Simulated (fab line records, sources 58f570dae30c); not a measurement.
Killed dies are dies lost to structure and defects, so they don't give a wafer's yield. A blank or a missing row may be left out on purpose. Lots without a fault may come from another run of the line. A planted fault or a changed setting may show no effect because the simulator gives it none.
Chamber matching | flow berkeley_cmos170 | UCB170_SPACER_ETCHBACK_03 on rie_diel-03: 4 sister chambers
The step etches SiO2 in CHF3/CF4/Ar, stops on Si, target depth 376 nm, time 100 s. 8 wafers are shown with their chamber, then 6 later ones without.

WAFERS WITH THEIR CHAMBER
wafer  | chamber | throttle_valve_pct (%) | drypump_motor_current_A (A)
L115.1 | 1       | 6.24                   | 4.8
L115.2 | 0       | 6.55                   | 5.0
L115.3 | 3       | 6.29                   | 6.0
L120.3 | 0       | 6.56                   | 5.0
L120.5 | 1       | 6.25                   | 4.7
L120.6 | 2       | 6.29                   | 6.1
L118.1 | 2       | 6.29                   | 6.0
L118.4 | 3       | 6.29                   | 6.0

WAFERS WITHOUT THEIR CHAMBER
wafer  | throttle_valve_pct (%) | drypump_motor_current_A (A)
L118.5 | 6.29                   | 6.0
L124.1 | 6.29                   | 6.0
L124.2 | 6.55                   | 5.0
L132.2 | 6.24                   | 4.7
L132.5 | 6.55                   | 4.9
L132.6 | 6.29                   | 6.0

WHICH CHAMBER EACH WENT THROUGH
wafer  | from the rows above     | in truth
L118.5 | can't be placed: 3 or 2 | 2
L124.1 | can't be placed: 3 or 2 | 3
L124.2 | 0                       | 0
L132.2 | 1                       | 1
L132.5 | 0                       | 0
L132.6 | can't be placed: 3 or 2 | 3
Placed correctly: 3 of 6. Can't be placed from these rows: 3 (the true chamber is among the candidates in 3). Placed wrongly: 0.
How it was worked out, from the rows above alone: a wafer's distance from a chamber is the root of the sum, over the readings, of the square of ((its reading less the chamber's mean) divided by the reading's scatter). The wafer belongs to the nearest chamber; if the next one is less than 2 further off, it can't be placed. A chamber's mean is the mean of its shown wafers. The scatter: the root of (the sum of the squares of (reading less its chamber's mean) over the shown wafers, divided by (wafers less chambers)).
